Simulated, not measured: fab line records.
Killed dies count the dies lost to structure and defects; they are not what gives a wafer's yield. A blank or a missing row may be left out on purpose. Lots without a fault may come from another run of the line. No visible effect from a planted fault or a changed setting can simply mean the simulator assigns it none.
Which of the tools did it?	flow berkeley_cmos170	Sampling: 13 lots, 39 wafers, 4 of 331 route steps

WHAT THE GAUGES SHOWED, per wafer
UCB170_CONTACT_OVL_MEAS_16. Usual: CONTACT_OVL gives 1 nm (standard deviation 5.5).
lot	measured	on	CONTACT_OVL (nm)	flag
L799	day 7 20:36	overlay-02	-7 2 -3	
L800	day 7 22:01	overlay-02	1 9 -3	
L801	day 7 22:16	overlay-02	6 4 -2	
L802	day 8 18:22	overlay-01	3 0 2	
L804	day 9 01:43	overlay-01	-1 7 -3	
L803	day 9 02:49	overlay-02	-8 -8 -6	
L809	day 9 20:34	overlay-02	8 10 1	
L808	day 10 00:20	overlay-02	2 0 -4	
L814	day 10 23:24	overlay-01	0 -10 3	
L813	day 11 04:05	overlay-02	-6 -2 -9	
L819	day 11 12:00	overlay-01	-2 2 -6	
L818	day 11 12:17	overlay-01	2 1 9	
L820	day 12 09:43	overlay-01	7 4 6	

UCB170_M1_RS_MEAS_01: a four-point-probe measurement. Usual: M1_AL_RS gives 0.0482 ohm/sq (standard deviation 0.00049).
lot	measured	on	M1_AL_RS (ohm/sq)	flag
L799	day 7 21:16	film_metro-03	0.0486 0.0487 0.0481	
L800	day 7 22:46	film_metro-03	0.0480 0.0478 0.0479	
L801	day 7 23:07	film_metro-01	0.0485 0.0487 0.0487	
L802	day 8 19:06	film_metro-03	0.0475 0.0474 0.0475	
L804	day 9 02:22	film_metro-01	0.0489 0.0487 0.0488	
L803	day 9 03:31	film_metro-02	0.0480 0.0476 0.0482	
L809	day 9 21:20	film_metro-02	0.0477 0.0474 0.0479	
L808	day 10 03:19	film_metro-01	0.0483 0.0481 0.0482	
L814	day 11 00:15	film_metro-02	0.0479 0.0485 0.0481	
L813	day 11 04:49	film_metro-03	0.0486 0.0487 0.0479	
L819	day 11 13:52	film_metro-01	0.0476 0.0477 0.0476	
L818	day 11 13:54	film_metro-02	0.0478 0.0474 0.0475	
L820	day 12 10:33	film_metro-03	0.0487 0.0485 0.0487	

UCB170_M1_CD_MEAS_09: the cd target is 700 nm. Usual: cd_nm at 700.1 nm, with a standard deviation of 1.3.
lot	measured	on	cd_nm (nm)	flag
L799	day 7 22:31	cd_sem-02	698.6 698.9 699.5	
L800	day 7 23:55	cd_sem-02	700.0 700.9 701.5	
L801	day 8 00:15	cd_sem-02	701.1 702.4 700.2	
L802	day 8 20:19	cd_sem-02	702.2 702.2 702.7	
L804	day 9 03:23	cd_sem-02	701.4 698.7 699.6	
L803	day 9 04:40	cd_sem-02	701.1 699.0 701.3	
L809	day 10 00:15	cd_sem-01	615.1 615.4 614.4	OFF
L808	day 10 04:47	cd_sem-01	698.0 700.1 699.9	
L814	day 11 02:29	cd_sem-01	701.5 701.5 701.3	
L813	day 11 06:04	cd_sem-02	700.0 698.5 698.9	
L819	day 11 15:50	cd_sem-01	699.1 699.3 700.6	
L818	day 11 16:00	cd_sem-02	699.7 703.9 703.5	
L820	day 12 12:10	cd_sem-01	700.0 700.5 700.3	

WHICH TOOL RAN EACH LOT (tool, then ch and the chambers of the sampled wafers, then the start)
lot	UCB170_M1_EXPOSE_06
L799	krf_scanner-01 ch 0, day 7 22:01
L800	krf_scanner-02 ch 0, day 7 23:31
L801	krf_scanner-01 ch 0, day 7 23:52
L802	krf_scanner-01 ch 0, day 8 19:52
L804	krf_scanner-01 ch 0, day 9 03:00
L803	krf_scanner-01 ch 0, day 9 04:09
L809	krf_scanner-01 ch 0, day 9 22:50
L808	krf_scanner-01 ch 0, day 10 04:24
L814	krf_scanner-01 ch 0, day 11 01:39
L813	krf_scanner-01 ch 0, day 11 05:41
L819	krf_scanner-02 ch 0, day 11 15:06
L818	krf_scanner-01 ch 0, day 11 15:22
L820	krf_scanner-01 ch 0, day 12 11:20
- UCB170_M1_EXPOSE_06: exposes mask METAL1, target cd 700 nm.

AS READ BY THE TOOLS THEMSELVES (means over the sampled wafers that have a number; for cases with no such wafer, the mark the record gives instead)
The record holds no such reading with a usual standard deviation.

THE ANSWER, worked out from the rows above alone
Rule: a lot counts as off when the mean over its wafers that have a number is more than 3 standard deviations away from the usual mean. Also off: a lot with no number at a reading for which 4 or more lots have one. Any other lot the step has rows for is counted as sound. First the gauges in route order, then the tools' own readings, where a lot's mean is used as printed above. The first step at which some lot is off is used, and at that step the reading that is off furthest; a lot without a number counts as furthest.
Off, at UCB170_M1_CD_MEAS_09 on cd_nm: L809.
A tool fits if, at a process step before that reading, it ran every lot that is off, and no sound lot after the first of them. Those tools and the gauges at UCB170_M1_CD_MEAS_09 are tried in the same way. Of those tried, none fits.

WHAT THE SIMULATOR HAD INSERTED
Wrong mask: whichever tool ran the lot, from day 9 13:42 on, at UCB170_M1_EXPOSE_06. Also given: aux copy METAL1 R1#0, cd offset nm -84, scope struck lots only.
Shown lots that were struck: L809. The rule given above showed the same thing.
